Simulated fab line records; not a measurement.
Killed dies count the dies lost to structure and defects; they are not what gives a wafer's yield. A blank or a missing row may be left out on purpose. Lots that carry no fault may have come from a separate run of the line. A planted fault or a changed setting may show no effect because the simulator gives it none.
Problem report, 8D (eight disciplines) form, completed by code || flow rit_cmos || the parts of the form that need people (team, actions taken, sign-off) are left out

== 1. PROBLEM STATEMENT ==
At RIT_M1_PROBE_99, killed_at_front_end averages 31 over 9 wafers from 3 lots, while fault-free wafers read 7, standard deviation 3. That is +8.0 standard deviations from the usual mean.
Seen first at day 6 07:38 on prober-01, wafer L425.2. Wafers with a number at this step in the record: 9, from 3 lots. The rule behind "out" and "out of limits": a value lying over 4 standard deviations away from the usual mean. Any other wafer with a number is counted as sound.

== 2. WHAT IT IS; WHAT IT IS NOT ==
{"question": "which readings at this step", "is": "killed_at_front_end, killed_dies", "is not": "killed_open, killed_short"}
{"question": "which lots", "is": "L425, L427, L431", "is not": "-"}
{"question": "which wafers of those lots", "is": "all that have a number", "is not": "-"}
{"question": "read on which tools", "is": "prober-01", "is not": "-"}
{"question": "when", "is": "from day 6 07:38", "is not": "up to then (0 sound wafers)"}

== 3. THE SUSPECTS, EACH WITH WHAT RULES IT OUT ==
Counting: any tool at a process step up to the reading is kept as a suspect provided that every lot that is out went through it and no sound lot did after the first of them.
- wet_bench-03 at RIT_FOX1_WET_ETCH_02 (etches SiO2 in BOE, target depth 350 nm, time 390 s): kept. It ran every lot that is out, first L425 (day 4 12:30), and no sound lot after that.
- prober-01 at RIT_M1_PROBE_99: kept. It ran every lot that is out, first L425 (day 6 07:38), and no sound lot after that. Its own killed_at_front_end, killed_dies readings are out on those wafers.
Remaining after the count are wet_bench-03 at RIT_FOX1_WET_ETCH_02 and prober-01 at RIT_M1_PROBE_99.

== 4. THE CAUSE (what the simulator had put in) ==
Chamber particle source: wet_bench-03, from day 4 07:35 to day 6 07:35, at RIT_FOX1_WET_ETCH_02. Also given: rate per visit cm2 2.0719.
This tool is one of the 2 suspects left after counting.

== 5. SEQUENCE OF EFFECTS, ordered by route ==
Each row: a reading where the mean over the struck wafers with a number is more than 3 standard deviations away from the usual. Only readings for which the record gives a usual standard deviation are gone through. hours: the time from each lot's start at the first step in this table that gives one to its start at this step, as a median over the lots. sigmas: the change in usual standard deviations.
{"hours": 0, "step": "RIT_M1_PROBE_99", "reading": "killed_at_front_end", "usual": 7, "on struck wafers": 31, "change": "+24", "sigmas": "+8.0"}
{"hours": 0, "step": "RIT_M1_PROBE_99", "reading": "killed_dies", "usual": 7, "on struck wafers": 31, "change": "+24", "sigmas": "+8.0"}
{"hours": 0, "step": "RIT_M1_PROBE_99", "reading": "killed_on_rim", "usual": 2, "on struck wafers": 7, "change": "+5", "sigmas": "+3.7"}
Process steps it contains:
- RIT_M1_PROBE_99

== 6. HOW IT WOULD HAVE BEEN CAUGHT EARLIER ==
First out-of-limits reading in this record: day 6 07:38, which is 48 hours after fault onset at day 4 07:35.
Lots out: 3; all had begun RIT_FOX1_WET_ETCH_02 on wet_bench-03 by day 6 07:38. A hold on the tool at that time would have spared none of them.
